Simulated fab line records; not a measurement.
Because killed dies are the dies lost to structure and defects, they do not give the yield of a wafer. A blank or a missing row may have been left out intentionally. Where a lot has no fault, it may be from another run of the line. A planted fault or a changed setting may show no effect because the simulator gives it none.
fab line records | flow rit-cmos
record: lots: 15 | wafers: 45 | last-day: 7
route steps=202 shown NWELL@36 M1@202
lots untouched by any fault: they come from a run of this same line in which no faults occurred
start-h: hours from the record's first day to the start of the lot's first wafer shown | wait-h: how many hours have passed since the lot's step before this one | " as in the row above | L1.1+2: a single row standing in for several wafers | - value missing, or start not given | * or withheld: withheld | < > ~ a bound
route shown NAME@n: a module of which the file shows steps, and the number in the route of the first | usual: mean and standard deviation over wafers with no fault | same: alike in all rows | chamber/n: place in a boat | sites: each site's reading | _std_site: standard deviation of those values | _edge_site: the outer-site mean with the inner-site mean subtracted | radius-mm: how far each site lies from the wafer's centre | mask NAME#n: copy n | behind: the last tool/chamber to shape the wafer | hold: the reason the lot was held/the length of the hold in hours/how it ended | device: names the non-switching transistor (n, p or np) | end of line: the same wafers' tests at the end of the route | for a step that has no rows: nothing shown but its recipe | killed: count of dies lost to structure and defects at first sort (not the wafer's yield) | map: the dies of a wafer, with x for killed, . for not killed, _ for no die there
set.NAME: the setting as run; set.NAME@STEP: as run at that earlier step | model.NAME: the simulator's own value behind a step, which no gauge read
route steps across a sampled set of lots; one table per step, one row per wafer
services: from which hour (start-h, from the record's first day; less than 0 if before it) a tool's chamber was out of use, for how many hours, and why
== steps ==
step: RIT_NWELL_IMPLANT_08
recipe: species: P | energy-kev: 170 | dose-cm2: 5e+13 | tilt-deg: 7
lot.wafer  | tool         | chamber | start-h | wait-h
L687.3+4+6 | implanter-04 | 0       | 21.25   | 0.2
L688.2+3+6 | implanter-04 | 0       | 27.31   | 0.2
L688.2+3+6 | implanter-04 | 0       | 27.62   | 0.3
L689.1+4+6 | implanter-02 | 0       | 34.83   | 0.2
L689.1+4+6 | implanter-02 | 0       | 35.14   | 0.3
L692.2+5+6 | implanter-04 | 0       | 48.74   | 0.2
L693.1+4+6 | implanter-01 | 0       | 52.21   | 0.2
L693.1+4+6 | implanter-01 | 0       | 52.53   | 0.3
L698.1+2+3 | implanter-01 | 0       | 78.96   | 0.2
L700.1+2+3 | implanter-02 | 0       | 86.21   | 0.2
L702.1+2+4 | implanter-02 | 0       | 98.16   | 0.2
L703.1+2+5 | implanter-04 | 0       | 102.70  | 0.2
L704.2+4+5 | implanter-02 | 0       | 106.34  | 0.2
L705.1+4+6 | implanter-04 | 0       | 112.75  | 0.2
L707.1+2+3 | implanter-04 | 0       | 122.24  | 0.2
L708.1+4+6 | implanter-04 | 0       | 127.30  | 0.2
L709.1+3+4 | implanter-04 | 0       | 135.11  | 0.2
L710.1+3+6 | implanter-01 | 0       | 138.14  | 0.2
step: RIT_NWELL_TW_MEAS_10
usual: NWELL_TW: 2128/25
lot.wafer | tool          | chamber | start-h | wait-h | NWELL_TW
L687.3    | film-metro-01 | -       | 21.54   | 0.1    | 2085
L687.4    | "             | -       | "       | "      | 2093
L687.6    | "             | -       | "       | "      | 2095
L688.2    | film-metro-02 | -       | 27.93   | 0.1    | 2670
L688.3    | "             | -       | "       | "      | 2673
L688.6    | "             | -       | "       | "      | 2680
L689.1    | film-metro-04 | -       | 35.47   | 0.1    | 2667
L689.4    | "             | -       | "       | "      | 2668
L689.6    | "             | -       | "       | "      | 2673
L692.2    | film-metro-02 | -       | 49.05   | 0.1    | 2146
L692.5    | "             | -       | "       | "      | 2153
L692.6    | "             | -       | "       | "      | 2162
L693.1    | film-metro-01 | -       | 52.85   | 0.1    | 2595
L693.4    | "             | -       | "       | "      | 2618
L693.6    | "             | -       | "       | "      | 2604
L698.1    | film-metro-04 | -       | 79.29   | 0.1    | 2133
L698.2    | "             | -       | "       | "      | 2128
L698.3    | "             | -       | "       | "      | 2137
L700.1    | film-metro-01 | -       | 86.53   | 0.1    | 2099
L700.2    | "             | -       | "       | "      | 2099
L700.3    | "             | -       | "       | "      | 2100
L702.1    | film-metro-02 | -       | 98.49   | 0.1    | 2155
L702.2    | "             | -       | "       | "      | 2136
L702.4    | "             | -       | "       | "      | 2149
L703.1    | film-metro-04 | -       | 103.02  | 0.1    | 2149
L703.2    | "             | -       | "       | "      | 2143
L703.5    | "             | -       | "       | "      | 2157
L704.2    | film-metro-02 | -       | 106.65  | 0.1    | 2145
L704.4    | "             | -       | "       | "      | 2150
L704.5    | "             | -       | "       | "      | 2149
L705.1    | film-metro-01 | -       | 113.07  | 0.1    | 2101
L705.4    | "             | -       | "       | "      | 2089
L705.6    | "             | -       | "       | "      | 2091
L707.1    | film-metro-02 | -       | 122.56  | 0.1    | 2141
L707.2    | "             | -       | "       | "      | 2132
L707.3    | "             | -       | "       | "      | 2138
L708.1    | film-metro-02 | -       | 127.63  | 0.1    | 2136
L708.4    | "             | -       | "       | "      | 2137
L708.6    | "             | -       | "       | "      | 2139
L709.1    | film-metro-04 | -       | 135.44  | 0.1    | 2155
L709.3    | "             | -       | "       | "      | 2158
L709.4    | "             | -       | "       | "      | 2164
L710.1    | film-metro-02 | -       | 138.46  | 0.1    | 2144
L710.3    | "             | -       | "       | "      | 2121
L710.6    | "             | -       | "       | "      | 2145
step: RIT_WELLDRIVE_RS_MEAS_01
recipe: thk-meas-gauge: four-point-probe
usual: NWELL_RS: 275.5/0.7
lot.wafer | tool          | chamber | start-h | wait-h | NWELL_RS[ohm/sq]
L687.3    | film-metro-01 | -       | 28.42   | 0.0    | 275.8
L687.4    | "             | -       | "       | "      | 275.8
L687.6    | "             | -       | "       | "      | 275.9
L688.2    | film-metro-01 | -       | 35.27   | 0.0    | 182.5
L688.3    | "             | -       | "       | "      | 181.9
L688.6    | "             | -       | "       | "      | 182.8
L689.1    | film-metro-01 | -       | 43.03   | 0.0    | 182.9
L689.4    | "             | -       | "       | "      | 183.2
L689.6    | "             | -       | "       | "      | 183.0
L692.2    | film-metro-04 | -       | 57.00   | 0.0    | 276.5
L692.5    | "             | -       | "       | "      | 275.8
L692.6    | "             | -       | "       | "      | 275.7
L693.1    | film-metro-04 | -       | 60.84   | 0.0    | 182.6
L693.4    | "             | -       | "       | "      | 181.3
L693.6    | "             | -       | "       | "      | 182.3
L698.1    | film-metro-02 | -       | 86.71   | 0.0    | 275.8
L698.2    | "             | -       | "       | "      | 274.8
L698.3    | "             | -       | "       | "      | 276.3
L700.1    | film-metro-01 | -       | 93.35   | 0.0    | 275.1
L700.2    | "             | -       | "       | "      | 275.0
L700.3    | "             | -       | "       | "      | 274.8
L702.1    | film-metro-01 | -       | 105.18  | 0.0    | 276.1
L702.2    | "             | -       | "       | "      | 276.7
L702.4    | "             | -       | "       | "      | 277.6
L703.1    | film-metro-01 | -       | 110.26  | 0.0    | 274.6
L703.2    | "             | -       | "       | "      | 275.9
L703.5    | "             | -       | "       | "      | 275.3
L704.2    | film-metro-02 | -       | 113.63  | 0.0    | 274.3
L704.4    | "             | -       | "       | "      | 274.8
L704.5    | "             | -       | "       | "      | 274.2
L705.1    | film-metro-04 | -       | 119.93  | 0.0    | 275.8
L705.4    | "             | -       | "       | "      | 276.1
L705.6    | "             | -       | "       | "      | 276.3
L707.1    | film-metro-01 | -       | 130.93  | 0.0    | 276.0
L707.2    | "             | -       | "       | "      | 275.9
L707.3    | "             | -       | "       | "      | 275.2
L708.1    | film-metro-01 | -       | 135.81  | 0.0    | 275.7
L708.4    | "             | -       | "       | "      | 276.0
L708.6    | "             | -       | "       | "      | 276.1
L709.1    | film-metro-02 | -       | 143.06  | 0.0    | 274.8
L709.3    | "             | -       | "       | "      | 275.2
L709.4    | "             | -       | "       | "      | 274.8
L710.1    | film-metro-01 | -       | 145.93  | 0.0    | 275.7
L710.3    | "             | -       | "       | "      | 276.5
L710.6    | "             | -       | "       | "      | 275.7
step: RIT_M1_PROBE_99
usual: killed_at_M0_to_M3: 0.0/0.12 | killed-at-contacts: 0.1/0.31 | killed-at-front-end: 8/3.1 | killed-dies: 8/3.2 | killed-on-rim: 2.1/1.6 | killed-open: 3.9/2.2 | killed-short: 3.8/2.1
same: gross-dies: 264 | killed_at_M4_up: 0 | killed-at-back-side: 0 | killed-at-other: 0
lot.wafer | tool      | chamber | start-h | wait-h | killed_at_M0_to_M3 | killed-at-contacts | killed-at-front-end | killed-dies | killed-on-rim | killed-open | killed-short
L687.3    | prober-02 | -       | 62.40   | 0.2    | 0                  | 0                  | 12                  | 12          | 7             | 5           | 7
L687.4    | prober-02 | -       | 62.45   | 0.2    | 0                  | 0                  | 12                  | 12          | 3             | 5           | 7
L687.6    | prober-02 | -       | 62.55   | 0.2    | 0                  | 0                  | 8                   | 8           | 2             | 6           | 2
L689.1    | prober-02 | -       | 73.42   | 0.1    | 0                  | 0                  | 11                  | 11          | 3             | 7           | 4
L698.1    | prober-01 | -       | 117.52  | 0.1    | 0                  | 0                  | 10                  | 10          | 1             | 5           | 5
L698.2    | prober-01 | -       | 117.57  | 0.1    | 0                  | 0                  | 6                   | 6           | 2             | 3           | 3
L698.3    | prober-01 | -       | 117.62  | 0.2    | 0                  | 0                  | 6                   | 6           | 1             | 4           | 2
L700.1    | prober-01 | -       | 124.24  | 0.1    | 0                  | 0                  | 6                   | 6           | 1             | 1           | 5
L700.2    | prober-01 | -       | 124.29  | 0.1    | 0                  | 0                  | 13                  | 13          | 5             | 5           | 8
L700.3    | prober-01 | -       | 124.34  | 0.2    | 0                  | 0                  | 7                   | 7           | 2             | 3           | 4
L705.1    | prober-02 | -       | 153.94  | 0.1    | 0                  | 0                  | 9                   | 9           | 4             | 2           | 7
L705.4    | prober-02 | -       | 154.09  | 0.2    | 0                  | 0                  | 5                   | 5           | 2             | 4           | 1
L705.6    | prober-02 | -       | 154.19  | 0.2    | 0                  | 0                  | 12                  | 12          | 3             | 4           | 8
L708.1    | prober-01 | -       | 166.26  | 0.1    | 0                  | 0                  | 12                  | 12          | 2             | 7           | 5
L708.4    | prober-01 | -       | 166.41  | 0.2    | 0                  | 0                  | 9                   | 9           | 6             | 7           | 2
L708.6    | prober-01 | -       | 166.51  | 0.2    | 0                  | 0                  | 11                  | 11          | 4             | 6           | 5
killed by level:class
L687.3 GATE:geometric-particle:short=3 SILICIDE:geometric-particle:open=2 FOX1:geometric-particle:open=1 FOX2:geometric-particle:short=1 GATE:geometric-particle:open=1 REOX:geometric-particle:open=1 REOX:geometric-particle:short=1 SPACER:geometric-particle:short=1
L687.4 GATE:geometric-particle:open=3 GATE:geometric-particle:short=2 FOX1:geometric-particle:short=1 FOX2:geometric-particle:short=1 REOX:geometric-particle:short=1 SPACER:geometric-particle:short=1 SPACER:geometric-particle:open=1 SILICIDE:geometric-particle:open=1
L687.6 FOX2:geometric-particle:short=2 FOX2:geometric-particle:open=2 GATE:geometric-particle:open=2 REOX:geometric-particle:open=2
L689.1 FOX1:geometric-particle:open=2 GATE:geometric-particle:open=2 REOX:geometric-particle:short=2 FOX1:geometric-particle:short=1 FOX2:geometric-particle:open=1 FOX2:geometric-particle:short=1 REOX:geometric-particle:open=1 SILICIDE:geometric-particle:open=1
L698.1 GATE:geometric-particle:open=3 FOX1:geometric-particle:short=1 FOX1:geometric-particle:open=1 FOX2:geometric-particle:short=1 GATE:geometric-particle:short=1 REOX:geometric-particle:short=1 SPACER:geometric-particle:open=1 SPACER:geometric-particle:short=1
L698.2 FOX2:geometric-particle:short=1 GATE:geometric-particle:open=1 REOX:geometric-particle:open=1 SPACER:geometric-particle:short=1 SPACER:geometric-particle:open=1 SILICIDE:geometric-particle:short=1
L698.3 GATE:geometric-particle:open=2 SILICIDE:geometric-particle:open=2 GATE:geometric-particle:short=1 SILICIDE:geometric-particle:short=1
L700.1 GATE:geometric-particle:short=2 FOX1:geometric-particle:short=1 FOX2:geometric-particle:short=1 REOX:geometric-particle:open=1 SPACER:geometric-particle:short=1
L700.2 GATE:geometric-particle:short=5 GATE:geometric-particle:open=3 FOX1:geometric-particle:short=2 ACTIVE:geometric-particle:open=1 SPACER:geometric-particle:open=1 SILICIDE:geometric-particle:short=1
L700.3 GATE:geometric-particle:open=2 GATE:geometric-particle:short=2 REOX:geometric-particle:short=1 REOX:geometric-particle:open=1 SPACER:geometric-particle:short=1
L705.1 GATE:geometric-particle:short=3 REOX:geometric-particle:short=2 GATE:geometric-particle:open=1 SPACER:geometric-particle:short=1 SILICIDE:geometric-particle:short=1 SILICIDE:geometric-particle:open=1
L705.4 GATE:geometric-particle:open=3 FOX1:geometric-particle:short=1 SILICIDE:geometric-particle:open=1
L705.6 REOX:geometric-particle:short=3 GATE:geometric-particle:short=2 SILICIDE:geometric-particle:open=2 SILICIDE:geometric-particle:short=2 FOX1:geometric-particle:open=1 FOX1:geometric-particle:short=1 GATE:geometric-particle:open=1
L708.1 FOX2:geometric-particle:open=3 FOX2:geometric-particle:short=2 GATE:geometric-particle:short=2 SPACER:geometric-particle:open=2 SILICIDE:geometric-particle:open=2 SPACER:geometric-particle:short=1
L708.4 GATE:geometric-particle:open=3 REOX:geometric-particle:open=2 GATE:geometric-particle:short=1 SPACER:geometric-particle:short=1 SPACER:geometric-particle:open=1 SILICIDE:geometric-particle:open=1
L708.6 GATE:geometric-particle:open=3 FOX2:geometric-particle:short=2 GATE:geometric-particle:short=2 SILICIDE:geometric-particle:open=2 FOX2:geometric-particle:open=1 REOX:geometric-particle:short=1
== services ==
tool         | chamber | start-h | hours | kind
implanter-01 | -       | 1.63    | 2.7   | repair
implanter-04 | -       | 35.09   | 3.4   | repair
implanter-04 | -       | 64.76   | 1.3   | repair
implanter-04 | -       | 69.34   | 5.4   | repair
implanter-01 | -       | 82.18   | 4.4   | pm
implanter-04 | -       | 94.46   | 5.6   | pm
implanter-02 | -       | 121.27  | 6.1   | repair
implanter-04 | -       | 123.43  | 2.4   | repair
== key ==
first-sign: step: RIT_NWELL_IMPLANT_08 | reading: visit | direction: added
effect: step: RIT_NWELL_TW_MEAS_10 | reading: NWELL_TW | direction: up | sigmas: 21 | usual: 2128 | struck: 2650
effect: step: RIT_WELLDRIVE_RS_MEAS_01 | reading: NWELL_RS | direction: down | sigmas: 99+ | usual: 275.5 | struck: 182.5
met-at RIT_NWELL_IMPLANT_08
struck-lots L688,L689,L693
tester-left-out L688,L689,L693
fault: kind: repeated-step-whole | tool: implanter-01,implanter-02,implanter-04 | chamber: - | onset-h: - | steps: RIT_NWELL_IMPLANT_08 | times: 1 | scope: struck-lots-only
tester-left-out: of these lots the tester's yield and bins aren't shown, on N5 and GAA mostly nor the transistor test; their killed dies are dies lost to structure and defects alone, not to doping, threshold or leakage, so they don't give the yield
